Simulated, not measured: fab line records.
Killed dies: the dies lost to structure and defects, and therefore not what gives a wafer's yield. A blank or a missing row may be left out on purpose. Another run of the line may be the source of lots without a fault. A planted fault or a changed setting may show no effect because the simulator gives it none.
Chamber matching || flow berkeley cmos170 || 4 sister chambers for UCB170_M3_ETCH_17 on rie diel-04
The step etches BARC in N2/H2. 8 wafers are shown with their chamber, then 7 later ones without.

## EACH WAFER AND ITS CHAMBER
{"wafer": "L124.2", "chamber": 0, "throttle valve pct (%)": 13.36, "drypump motor current A (A)": 5.5}
{"wafer": "L126.1", "chamber": 3, "throttle valve pct (%)": 13.13, "drypump motor current A (A)": 5.8}
{"wafer": "L126.6", "chamber": 0, "throttle valve pct (%)": 13.33, "drypump motor current A (A)": 5.4}
{"wafer": "L131.2", "chamber": 1, "throttle valve pct (%)": 13.13, "drypump motor current A (A)": 5.4}
{"wafer": "L131.3", "chamber": 3, "throttle valve pct (%)": 13.14, "drypump motor current A (A)": 5.9}
{"wafer": "L131.4", "chamber": 2, "throttle valve pct (%)": 13.07, "drypump motor current A (A)": 5.8}
{"wafer": "L135.1", "chamber": 1, "throttle valve pct (%)": 13.12, "drypump motor current A (A)": 5.4}
{"wafer": "L135.5", "chamber": 2, "throttle valve pct (%)": 13.06, "drypump motor current A (A)": 5.7}

## WAFERS MISSING THEIR CHAMBER
{"wafer": "L135.6", "throttle valve pct (%)": 13.13, "drypump motor current A (A)": 5.4}
{"wafer": "L140.1", "throttle valve pct (%)": 13.15, "drypump motor current A (A)": 5.8}
{"wafer": "L140.3", "throttle valve pct (%)": 13.31, "drypump motor current A (A)": 5.5}
{"wafer": "L140.6", "throttle valve pct (%)": 13.13, "drypump motor current A (A)": 5.4}
{"wafer": "L142.1", "throttle valve pct (%)": 13.32, "drypump motor current A (A)": 5.4}
{"wafer": "L142.3", "throttle valve pct (%)": 13.05, "drypump motor current A (A)": 5.8}
{"wafer": "L142.4", "throttle valve pct (%)": 13.13, "drypump motor current A (A)": 5.4}

## WHICH CHAMBER EACH ONE RAN IN
{"wafer": "L135.6", "from the rows above": 1, "in truth": 1}
{"wafer": "L140.1", "from the rows above": 3, "in truth": 3}
{"wafer": "L140.3", "from the rows above": 0, "in truth": 0}
{"wafer": "L140.6", "from the rows above": 1, "in truth": 1}
{"wafer": "L142.1", "from the rows above": 0, "in truth": 0}
{"wafer": "L142.3", "from the rows above": 2, "in truth": 2}
{"wafer": "L142.4", "from the rows above": 1, "in truth": 1}
Correctly placed: 7 of 7. Not placeable from these rows: 0. 0 placed wrongly.
How it was worked out, from the rows above alone: a wafer's distance from a chamber is the root of the sum, over the readings, of the square of ((its reading less the chamber's mean) divided by the reading's scatter). The wafer belongs to the nearest chamber; if the next one is less than 2 further off, it can't be placed. For every chamber, the mean is computed from those of its wafers that are shown. The scatter: take each reading less its chamber's mean, square it, sum over the shown wafers, divide by the number of wafers less the number of chambers, and take the root.
